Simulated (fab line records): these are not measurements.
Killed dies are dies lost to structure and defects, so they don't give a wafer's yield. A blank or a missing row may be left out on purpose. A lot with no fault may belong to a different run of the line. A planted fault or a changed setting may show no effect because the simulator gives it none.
fab line records	flow rit-cmos
[record] lots = 6	wafers = 18	last-day = 6
route steps=202 shown PSD@150 SDANNEAL@153 NSD@158 PLDD@159 NLDD@160 SILICIDE@161 M1@202
lots with no fault: from the same line, run without faults
start-h: start of the lot's first displayed wafer, in hours after the record's first day	wait-h: time in hours since the lot's previous step	" as in the row above	L1.1+2: a row that stands for several wafers	- no value, or no start was given	* or withheld: withheld	< > ~ a bound
route shown NAME@n: names a module that has steps shown in the file, with the first one's number in the route	usual: mean/standard deviation taken from wafers without a fault	same: alike in all rows	chamber/n: place in a boat	sites: the reading at each site	_std_site: how widely they spread, as a standard deviation	_edge_site: the outer-site mean with the inner-site mean subtracted	radius-mm: how far each site lies from the wafer's centre	mask NAME#n: copy n	behind: the last tool/chamber to shape the wafer	hold: reason for holding the lot/hours on hold/outcome of the hold	device: names the non-switching transistor (n, p or np)	end of line: the tests these same wafers got at the end of their route	step lacking rows: just its recipe	killed: count of dies lost to structure and defects at first sort (not the wafer's yield)	map: dies across one wafer; x = killed, . = not, _ = none there
set.NAME: the setting the step ran with; set.NAME@STEP: the setting that earlier step ran with	model.NAME: the simulator's own value behind a step, which no gauge read
lots at some steps of the route; a table a step, a row a wafer
services: the hour from which a tool's chamber was out of use, counted from the record's first day as start-h (under 0 if before that day), plus the number of hours and why
[[steps]]
[step RIT_PSD_IMPLANT_08]
[recipe] species = BF2	energy-kev = 27	dose-cm2 = 5e+15	tilt-deg = 7
[step RIT_PSD_STRIP_09]
[recipe] chemistry = O2	time-s = 180	resist = NOVOLAK	platen-temp-c = withheld	power-w = 500	pressure-mtorr = 4000	o2-flow-sccm = 4000
[usual] drypump-motor-current-A = 5.9/0.43
lot.wafer	tool	chamber	start-h	wait-h	drypump-motor-current-A	rf-hours-counter-h
L851.2	plasma-asher-02	0	59.77	0.1	6.0	42
L851.3	"	1	"	"	5.4	-
L851.6	"	1	"	"	5.4	-
L852.2	plasma-asher-02	1	61.34	0.1	5.4	42
L852.4	"	0	"	"	6.0	-
L852.5	"	1	"	"	5.4	-
L860.1	plasma-asher-04	1	104.87	0.1	5.5	30
L860.2	"	0	"	"	6.2	30
L860.3	"	0	"	"	6.2	-
L862.2	plasma-asher-04	0	108.28	0.2	6.2	31
L862.5	"	1	"	"	5.5	-
L862.6	"	0	"	"	6.3	-
L865.2	plasma-asher-04	1	135.60	0.1	5.5	35
L865.3	"	1	"	"	5.5	-
L865.4	"	0	"	"	6.2	-
L869.1	plasma-asher-02	0	147.31	0.1	6.0	46
L869.3	"	0	"	"	6.1	-
L869.4	"	1	"	"	5.4	-
[step RIT_PSD_TW_MEAS_10]
[usual] PSD_TW = 3418/27
lot.wafer	tool	chamber	start-h	wait-h	PSD_TW
L851.2	film-metro-01	-	59.96	0.1	3410
L851.3	"	-	"	"	3402
L851.6	"	-	"	"	3414
L852.2	film-metro-01	-	61.52	0.1	3364
L852.4	"	-	"	"	3393
L852.5	"	-	"	"	3389
L860.1	film-metro-04	-	105.05	0.1	3440
L860.2	"	-	"	"	3440
L860.3	"	-	"	"	3441
L862.2	film-metro-02	-	108.47	0.1	3395
L862.5	"	-	"	"	3395
L862.6	"	-	"	"	3404
L865.2	film-metro-04	-	135.79	0.1	3440
L865.3	"	-	"	"	3428
L865.4	"	-	"	"	3442
L869.1	film-metro-02	-	147.48	0.1	3379
L869.3	"	-	"	"	3404
L869.4	"	-	"	"	3378
[step RIT_SDANNEAL_CLEAN_00]
[recipe] chemistry = SC1	mix = 3:3:50	time-s = 600	temp-c = 75
[step RIT_SDANNEAL_CLEAN_01]
[recipe] chemistry = dHF	dilution = 50:1	time-s = 30
[step RIT_SDANNEAL_CLEAN_02]
[recipe] chemistry = SC2	mix = 3:3:50	time-s = 600	temp-c = 75	dry = n2-spin
[step RIT_SDANNEAL_RTA_03]
[recipe] temp-c = 1050	time-s = 5	idle-temp-c = 600	ramp-up-c-per-s = 342	ramp-down-c-per-s = 171	cool-to-c = 600	ambient = N2
[usual] wafer_temp_C_max = 1053.4/1.3
lot.wafer	tool	chamber	start-h	wait-h	wafer_temp_C_max
L851.2	rtp-anneal-02	0	60.39	0.0	1055.4
L851.3	"	0	"	"	1053.4
L851.6	"	0	"	"	1053.2
L852.2	rtp-anneal-01	0	61.95	0.0	1055.2
L852.4	"	0	"	"	1051.7
L852.5	"	0	"	"	1052.5
L860.1	rtp-anneal-01	0	105.47	0.0	1052.6
L860.2	"	0	"	"	1052.5
L860.3	"	0	"	"	1053.2
L862.2	rtp-anneal-01	0	108.89	0.0	1053.3
L862.5	"	0	"	"	1055.0
L862.6	"	0	"	"	1054.9
L865.2	rtp-anneal-02	0	136.22	0.0	1052.6
L865.3	"	0	"	"	1053.3
L865.4	"	0	"	"	1051.8
L869.1	rtp-anneal-02	0	147.91	0.0	1055.2
L869.3	"	0	"	"	1053.9
L869.4	"	0	"	"	1054.4
[step RIT_SDANNEAL_RS_MEAS_04]
[recipe] thk-meas-gauge = four-point-probe
[usual] PSD_RS = 115.8/0.34
lot.wafer	tool	chamber	start-h	wait-h	PSD_RS[ohm/sq]
L851.2	film-metro-04	-	60.46	0.1	115.3
L851.3	"	-	"	"	115.2
L851.6	"	-	"	"	115.2
L852.2	film-metro-01	-	62.02	0.1	115.3
L852.4	"	-	"	"	115.7
L852.5	"	-	"	"	115.9
L860.1	film-metro-01	-	105.53	0.0	115.9
L860.2	"	-	"	"	115.8
L860.3	"	-	"	"	115.6
L862.2	film-metro-04	-	108.96	0.1	115.4
L862.5	"	-	"	"	115.4
L862.6	"	-	"	"	115.7
L865.2	film-metro-04	-	136.28	0.1	115.5
L865.3	"	-	"	"	115.6
L865.4	"	-	"	"	115.4
L869.1	film-metro-02	-	147.97	0.0	116.0
L869.3	"	-	"	"	115.8
L869.4	"	-	"	"	115.7
[step RIT_SDANNEAL_RS_MEAS_05]
[recipe] thk-meas-gauge = four-point-probe
[usual] NSD_RS = 84.55/0.3
lot.wafer	tool	chamber	start-h	wait-h	NSD_RS[ohm/sq]
L851.2	film-metro-04	-	60.58	0.1	84.54
L851.3	"	-	"	"	84.48
L851.6	"	-	"	"	84.44
L852.2	film-metro-01	-	62.14	0.1	84.19
L852.4	"	-	"	"	84.17
L852.5	"	-	"	"	84.47
L860.1	film-metro-01	-	105.65	0.1	84.06
L860.2	"	-	"	"	84.00
L860.3	"	-	"	"	84.00
L862.2	film-metro-04	-	109.08	0.1	84.85
L862.5	"	-	"	"	84.90
L862.6	"	-	"	"	84.87
L865.2	film-metro-04	-	136.40	0.1	84.81
L865.3	"	-	"	"	84.85
L865.4	"	-	"	"	84.78
L869.1	film-metro-02	-	148.09	0.1	84.64
L869.3	"	-	"	"	84.56
L869.4	"	-	"	"	84.51
[step RIT_SDANNEAL_RS_MEAS_06]
[recipe] thk-meas-gauge = four-point-probe
[usual] PLDD_RS = 178.5/0.53
lot.wafer	tool	chamber	start-h	wait-h	PLDD_RS[ohm/sq]
L851.2	film-metro-04	-	60.70	0.1	177.7
L851.3	"	-	"	"	177.5
L851.6	"	-	"	"	177.4
L852.2	film-metro-01	-	62.26	0.1	178.0
L852.4	"	-	"	"	178.4
L852.5	"	-	"	"	178.9
L860.1	film-metro-01	-	105.77	0.1	177.9
L860.2	"	-	"	"	177.8
L860.3	"	-	"	"	177.7
L862.2	film-metro-04	-	109.20	0.1	177.8
L862.5	"	-	"	"	177.9
L862.6	"	-	"	"	178.4
L865.2	film-metro-04	-	136.52	0.1	177.6
L865.3	"	-	"	"	177.7
L865.4	"	-	"	"	178.0
L869.1	film-metro-02	-	148.21	0.1	178.7
L869.3	"	-	"	"	179.0
L869.4	"	-	"	"	178.9
[step RIT_SDANNEAL_RS_MEAS_07]
[recipe] thk-meas-gauge = four-point-probe
[usual] NLDD_RS = 151.6/0.57
lot.wafer	tool	chamber	start-h	wait-h	NLDD_RS[ohm/sq]
L851.2	film-metro-04	-	60.82	0.1	151.6
L851.3	"	-	"	"	151.7
L851.6	"	-	"	"	151.3
L852.2	film-metro-01	-	62.38	0.1	150.7
L852.4	"	-	"	"	150.8
L852.5	"	-	"	"	150.6
L860.1	film-metro-01	-	105.89	0.1	151.4
L860.2	"	-	"	"	151.2
L860.3	"	-	"	"	151.5
L862.2	film-metro-04	-	109.32	0.1	151.4
L862.5	"	-	"	"	151.7
L862.6	"	-	"	"	151.9
L865.2	film-metro-04	-	136.64	0.1	151.2
L865.3	"	-	"	"	151.6
L865.4	"	-	"	"	151.8
L869.1	film-metro-02	-	148.33	0.1	151.8
L869.3	"	-	"	"	152.3
L869.4	"	-	"	"	152.0
[step RIT_SILICIDE_WET_ETCH_00]
[recipe] chemistry = BOE	target = SiO2	target-depth-nm = 14	time-s = 15.33	dry = n2-spin	dilution = 10:1	temp-c = 21.5
[step RIT_SILICIDE_SPUTTER_01]
[recipe] material = Ti	target-thk-nm = 30	power-w = 350	chamber-pressure-pa = 0.667	gas = Ar	time-s = 240	substrate-temp-c = 25
[usual] throttle-valve-pct = 29.9/1.1
lot.wafer	tool	chamber	start-h	wait-h	throttle-valve-pct	model.Ti_of_SILICIDE_SPUTTER_01.thk-nm
L851.2	pvd-sputter-04	-	60.93	0.0	29.4	29.84
L851.3	"	-	"	"	30.6	29.81
L851.6	"	-	"	"	29.8	29.92
L852.2	pvd-sputter-01	-	62.49	0.0	31.3	30.05
L852.4	"	-	"	"	30.2	30.19
L852.5	"	-	"	"	31.0	30.03
L860.1	pvd-sputter-04	-	106.02	0.0	30.5	33.85
L860.2	"	-	"	"	29.2	33.76
L860.3	"	-	"	"	29.6	34.13
L862.2	pvd-sputter-04	-	109.44	0.0	28.1	34.27
L862.5	"	-	"	"	29.5	33.93
L862.6	"	-	"	"	29.7	34.3
L865.2	pvd-sputter-01	-	136.76	0.0	31.0	30.2
L865.3	"	-	"	"	30.8	30.44
L865.4	"	-	"	"	30.2	30.26
L869.1	pvd-sputter-03	-	148.46	0.0	29.9	29.72
L869.3	"	-	"	"	30.3	29.85
L869.4	"	-	"	"	32.5	29.25
[step RIT_SILICIDE_RS_MEAS_02]
[recipe] thk-meas-gauge = four-point-probe	reads = Ti_of_SILICIDE_SPUTTER_01
[usual] SILICIDE_TI_RS = 47.7/0.67
lot.wafer	tool	chamber	start-h	wait-h	SILICIDE_TI_RS[ohm/sq]
L851.2	film-metro-02	-	61.10	0.1	48.2
L851.3	"	-	"	"	48.1
L851.6	"	-	"	"	48.1
L852.2	film-metro-03	-	62.66	0.1	47.8
L852.4	"	-	"	"	47.6
L852.5	"	-	"	"	47.8
L860.1	film-metro-03	-	106.17	0.1	41.2
L860.2	"	-	"	"	41.3
L860.3	"	-	"	"	40.8
L862.2	film-metro-03	-	109.61	0.1	40.6
L862.5	"	-	"	"	41.1
L862.6	"	-	"	"	40.5
L865.2	film-metro-03	-	136.93	0.1	47.4
L865.3	"	-	"	"	47.1
L865.4	"	-	"	"	47.3
L869.1	film-metro-03	-	148.61	0.1	48.4
L869.3	"	-	"	"	48.3
L869.4	"	-	"	"	49.3
[step RIT_SILICIDE_THK_MEAS_03]
[recipe] thk-meas-gauge = xrf	reads = Ti_of_SILICIDE_SPUTTER_01
[usual] SILICIDE_TI_THK = 30.0/0.35
lot.wafer	tool	chamber	start-h	wait-h	SILICIDE_TI_THK[nm]
L851.2	film-metro-02	-	61.21	0.1	29.7
L851.3	"	-	"	"	29.6
L851.6	"	-	"	"	29.7
L852.2	film-metro-03	-	62.77	0.1	30.0
L852.4	"	-	"	"	30.1
L852.5	"	-	"	"	30.0
L860.1	film-metro-03	-	106.29	0.1	33.7
L860.2	"	-	"	"	33.8
L860.3	"	-	"	"	34.0
L862.2	film-metro-03	-	109.72	0.1	34.2
L862.5	"	-	"	"	33.8
L862.6	"	-	"	"	34.1
L865.2	film-metro-03	-	137.04	0.1	30.1
L865.3	"	-	"	"	30.4
L865.4	"	-	"	"	30.1
L869.1	film-metro-03	-	148.73	0.1	29.7
L869.3	"	-	"	"	29.8
L869.4	"	-	"	"	29.3
[step RIT_SILICIDE_RTA_04]
[recipe] temp-c = 650	time-s = 10	idle-temp-c = 25	ramp-up-s = 5	ramp-down-s = 5	cool-to-c = 25	ambient = N2
[usual] wafer_temp_C_max = 652.3/0.51
lot.wafer	tool	chamber	start-h	wait-h	wafer_temp_C_max
L851.2	rtp-anneal-01	0	61.27	0.1	652.5
L851.3	"	0	"	"	652.8
L851.6	"	0	"	"	652.5
L852.2	rtp-anneal-02	0	62.83	0.1	652.3
L852.4	"	0	"	"	652.0
L852.5	"	0	"	"	651.8
L860.1	rtp-anneal-01	0	106.35	0.1	653.2
L860.2	"	0	"	"	652.8
L860.3	"	0	"	"	652.4
L862.2	rtp-anneal-02	0	109.78	0.1	652.3
L862.5	"	0	"	"	652.3
L862.6	"	0	"	"	653.0
L865.2	rtp-anneal-02	0	137.10	0.1	652.4
L865.3	"	0	"	"	652.7
L865.4	"	0	"	"	651.5
L869.1	rtp-anneal-01	0	148.79	0.1	652.4
L869.3	"	0	"	"	651.8
L869.4	"	0	"	"	651.7
[step RIT_M1_PROBE_99]
[usual] killed-at-contacts = 0.0/0.2	killed-at-front-end = 6.8/2.9	killed-dies = 6.8/2.9	killed-open = 3.3/1.9	killed-short = 3.5/2
[same] gross-dies = 264	killed_at_M0_to_M3 = 0	killed_at_M4_up = 0	killed-at-back-side = 0	killed-at-other = 0
lot.wafer	tool	chamber	start-h	wait-h	killed-at-contacts	killed-at-front-end	killed-dies	killed-open	killed-short	model.etest.npoly-line.line-ohm-um	model.etest.ppoly-line.line-ohm-um	model.etest.contact-pplus.end-ohm-um	model.etest.contact-nplus.end-ohm-um	model.etest.npoly-line.rs-ohm-sq	model.etest.ppoly-line.rs-ohm-sq	model.etest.npoly-sal.rs-ohm-sq	model.etest.ppoly-sal.rs-ohm-sq
L851.2	prober-01	-	69.65	0.1	0	7	7	6	1	162.8	156.9	42.11	40.43	17.02	16.48	4.359	4.327
L851.3	prober-01	-	69.70	0.2	0	5	5	2	3	160.4	153.9	42.95	42.63	17.02	16.48	4.392	4.299
L851.6	prober-01	-	69.85	0.2	0	9	9	4	5	161.6	155	43.38	41.76	16.93	16.4	4.346	4.305
L852.2	prober-02	-	71.15	0.1	0	6	6	2	4	167.2	159.2	44.33	39.44	16.94	16.34	4.325	4.335
L852.4	prober-02	-	71.25	0.2	1	12	13	4	7	169.3	164.3	45.76	40.82	16.96	16.34	4.37	4.332
L852.5	prober-02	-	71.30	0.2	0	12	12	4	8	167.4	161.7	45.84	40.02	16.93	16.4	4.337	4.327
L862.2	prober-01	-	116.75	0.1	0	6	6	4	2	158	151.9	52.6	48.63	15.35	14.98	3.897	3.839
L862.5	prober-01	-	116.90	0.2	0	6	6	2	4	157	154.2	50.63	48.24	15.47	15.19	3.937	3.894
L862.6	prober-01	-	116.95	0.2	0	8	8	4	4	155.4	152.2	50.69	48.54	15.39	14.93	3.846	3.866
L860.1	prober-02	-	117.00	0.4	0	6	6	4	2	161.1	153	49.49	43.58	15.53	15.14	3.921	3.877
L860.2	prober-02	-	117.05	0.4	0	14	14	6	8	158.9	153.8	48.81	46.09	15.52	15.17	3.938	3.888
L860.3	prober-02	-	117.10	0.5	0	8	8	4	4	154.6	151.1	48.37	46.25	15.57	15.14	3.873	3.851
L865.2	prober-01	-	143.81	0.1	0	7	7	3	4	171.8	163.4	46.91	43	17.07	16.46	4.331	4.296
L865.3	prober-01	-	143.86	0.2	0	4	4	3	0	165.5	160.8	47.07	43.08	16.9	16.42	4.292	4.272
L865.4	prober-01	-	143.91	0.2	1	4	5	2	3	172.8	166.7	46.47	42.54	16.99	16.73	4.324	4.316
L869.1	prober-01	-	155.62	0.1	0	12	12	6	6	173.3	164.9	44.87	41.43	17.27	16.54	4.438	4.391
L869.3	prober-01	-	155.72	0.2	0	6	6	4	2	171.7	162.9	45.26	41.02	17.16	16.61	4.384	4.365
L869.4	prober-01	-	155.77	0.2	0	7	7	1	6	169.2	161.9	43.59	40.23	17.24	16.73	4.47	4.439
// killed by level:class
L851.2 SPACER:geometric-particle:open=3 GATE:geometric-particle:open=2 FOX1:geometric-particle:open=1 FOX1:geometric-particle:short=1
L851.3 FOX2:geometric-particle:short=2 FOX1:geometric-particle:open=1 FOX1:geometric-particle:short=1 SILICIDE:geometric-particle:open=1
L851.6 GATE:geometric-particle:short=2 GATE:geometric-particle:open=2 REOX:geometric-particle:short=2 FOX1:geometric-particle:open=1 SPACER:geometric-particle:open=1 SILICIDE:geometric-particle:short=1
L852.2 FOX1:geometric-particle:open=2 FOX2:geometric-particle:short=1 GATE:geometric-particle:short=1 REOX:geometric-particle:short=1 SPACER:geometric-particle:short=1
L852.4 FOX1:geometric-particle:short=3 FOX1:geometric-particle:open=2 NLDD:coat-microbubble-printed=2 FOX2:geometric-particle:short=1 GATE:geometric-particle:open=1 GATE:geometric-particle:short=1 REOX:geometric-particle:open=1 SPACER:geometric-particle:short=1
L852.5 SPACER:geometric-particle:short=3 FOX1:geometric-particle:short=2 FOX2:geometric-particle:open=2 FOX2:geometric-particle:short=1 GATE:geometric-particle:short=1 GATE:geometric-particle:open=1 SILICIDE:geometric-particle:short=1 SILICIDE:geometric-particle:open=1
L862.2 GATE:geometric-particle:open=2 REOX:geometric-particle:open=2 GATE:geometric-particle:short=1 SPACER:geometric-particle:short=1
L862.5 FOX1:geometric-particle:short=2 GATE:geometric-particle:open=1 GATE:geometric-particle:short=1 REOX:geometric-particle:short=1 SPACER:geometric-particle:open=1
L862.6 GATE:geometric-particle:short=2 REOX:geometric-particle:open=2 GATE:geometric-particle:open=1 REOX:geometric-particle:short=1 SPACER:geometric-particle:short=1 SPACER:geometric-particle:open=1
L860.1 REOX:geometric-particle:open=2 FOX2:geometric-particle:short=1 GATE:geometric-particle:open=1 GATE:geometric-particle:short=1 SPACER:geometric-particle:open=1
L860.2 GATE:geometric-particle:open=4 GATE:geometric-particle:short=4 REOX:geometric-particle:short=2 SILICIDE:geometric-particle:open=2 FOX1:geometric-particle:short=1 SILICIDE:geometric-particle:short=1
L860.3 GATE:geometric-particle:open=4 FOX1:geometric-particle:short=1 GATE:geometric-particle:short=1 SPACER:geometric-particle:short=1 SILICIDE:geometric-particle:short=1
L865.2 FOX1:geometric-particle:short=2 FOX1:geometric-particle:open=1 GATE:geometric-particle:open=1 REOX:geometric-particle:open=1 SPACER:geometric-particle:short=1 SILICIDE:geometric-particle:short=1
L865.3 GATE:geometric-particle:open=2 SPACER:geometric-particle:open=1 NWELL:coat-microbubble-printed=1
L865.4 FOX1:geometric-particle:short=2 FOX1:geometric-particle:open=1 REOX:geometric-particle:short=1 CONTACT:geometric-particle:open=1
L869.1 GATE:geometric-particle:short=4 GATE:geometric-particle:open=3 FOX1:geometric-particle:open=1 FOX1:geometric-particle:short=1 FOX2:geometric-particle:open=1 SPACER:geometric-particle:short=1 SILICIDE:geometric-particle:open=1
L869.3 SPACER:geometric-particle:open=2 FOX1:geometric-particle:open=1 GATE:geometric-particle:short=1 GATE:geometric-particle:open=1 SILICIDE:geometric-particle:short=1
L869.4 GATE:geometric-particle:short=3 SILICIDE:geometric-particle:short=2 FOX2:geometric-particle:open=1 SPACER:geometric-particle:short=1
[[services]]
tool	chamber	start-h	hours	kind
pvd-sputter-03	-	49.59	1.1	repair
pvd-sputter-03	-	65.36	24.6	repair
rtp-anneal-02	-	68.27	5.3	pm
plasma-asher-02	-	72.88	49.5	pm
pvd-sputter-01	-	107.90	4.5	repair
plasma-asher-02	-	122.41	2.8	pm
pvd-sputter-01	-	138.30	9.8	repair
[[key]]
[first-sign] step = RIT_SILICIDE_RS_MEAS_02	reading = SILICIDE_TI_RS	direction = down	sigmas = 10	usual = 47.7	struck = 40.9
[effect] step = RIT_SILICIDE_THK_MEAS_03	reading = SILICIDE_TI_THK	direction = up	sigmas = 11	usual = 30.0	struck = 33.9
[model-effect] step = RIT_SILICIDE_SPUTTER_01	value = Ti_of_SILICIDE_SPUTTER_01.thk-nm	without = 30.44	struck = 34.04
[model-effect] step = RIT_M1_PROBE_99	value = etest.npoly-line.line-ohm-um	without = 166.7	struck = 157.5
met-at RIT_SILICIDE_SPUTTER_01
struck-wafers L860.1,L860.2,L860.3,L862.2,L862.5,L862.6
tester-left-out L860,L862
onset-between 60.93 106.02
also-fits RIT_SDANNEAL_RTA_03:rtp-anneal-01
[fault] kind = process-parameter-drift	tool = pvd-sputter-04	chamber = -	onset-h = 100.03	steps = RIT_SILICIDE_SPUTTER_01	channel = target-thk-nm	offset = 3.6	shape = step	end-h = 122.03	stated = 30
// tester-left-out: of these lots the tester's yield and bins aren't shown, on N5 and GAA mostly nor the transistor test; their killed dies are dies lost to structure and defects alone, not to doping, threshold or leakage, so they don't give the yield
